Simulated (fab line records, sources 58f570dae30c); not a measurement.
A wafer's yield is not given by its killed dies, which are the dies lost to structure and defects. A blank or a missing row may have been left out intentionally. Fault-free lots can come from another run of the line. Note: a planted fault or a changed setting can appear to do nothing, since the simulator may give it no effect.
One fault seen from 2 desks | flow berkeley cmos170 | each desk holds nothing but its own numbers, with what lay behind them at the end

## AT THE METROLOGY DESK
Lot by lot, what the gauges showed, no matter which tool ran the lot: averages of those sampled wafers that carry a number. If a lot's mean is further than 4 standard deviations from the usual mean, the lot is out of limits and carries the mark OUT (the distance appears in the brackets).
Columns: A = ACTIVE_OVL at UCB170_ACTIVE_OVL_MEAS_14, usual 1 nm; B = cd nm at UCB170_ACTIVE_CD_MEAS_90, usual 1200.1 nm; C = PFIELD_OVL at UCB170_PFIELD_OVL_MEAS_06, usual -5 nm
lot  | first seen here | A  | B      | C
L504 | day 5 19:22     | 4  | 1199.5 | -10
L515 | day 7 06:35     | 2  | 1198.5 | 10
L516 | day 7 06:51     | 9  | 1201.4 | 4
L521 | day 8 06:19     | 9  | 1201.8 | 6
L520 | day 8 06:53     | -1 | 1199.1 | -13
L526 | day 9 21:01     | 2  | 1201.6 | -1
Result from this desk: across the 6 lots, nothing is out of limits.

## FOR THE TOOL OWNER'S DESK: implanter-01
For each lot that ran on this tool, the mean over its sampled wafers that have a number, from the tool's own readings at UCB170_PFIELD_IMPLANT_07. If a lot's mean is further than 4 standard deviations from the usual mean, the lot is out of limits and carries the mark OUT (the distance appears in the brackets).
Columns: A = beam energy keV at UCB170_PFIELD_IMPLANT_07, usual 80.001; B = dose ions cm2 at UCB170_PFIELD_IMPLANT_07, usual 2e+13; C = faraday current uA at UCB170_PFIELD_IMPLANT_07, usual 63.4
lot  | first seen here | A      | B               | C
L515 | day 7 10:13     | 80.005 | 2e+13           | 64.1
L521 | day 8 09:01     | 80.014 | 2e+13 (-51) OUT | 60.9
L520 | day 8 09:51     | 80.022 | 2e+13 (-51) OUT | 61.2
This desk's finding: out of limits on L520, L521; first on L521, day 8 09:01 (dose ions cm2 at UCB170_PFIELD_IMPLANT_07). In limits: L515.

## PUT TOGETHER
On L520, L521, at day 8 09:01, an alarm was possible from the tool owner's desk.
Metrology desk: nothing out of limits seen.
The metrology desk has L520, L521 on record, within its limits.
Of the lots named, all ran UCB170_PFIELD_IMPLANT_07 on implanter-01.

## WHAT THE SIMULATOR PUT IN
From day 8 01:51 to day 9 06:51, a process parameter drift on implanter-01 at UCB170_PFIELD_IMPLANT_07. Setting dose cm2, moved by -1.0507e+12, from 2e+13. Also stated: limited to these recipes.
Shown lots that were struck: L520, L521.
Each desk's first reading out of limits, in hours after the fault started: the tool owner's desk, 7.
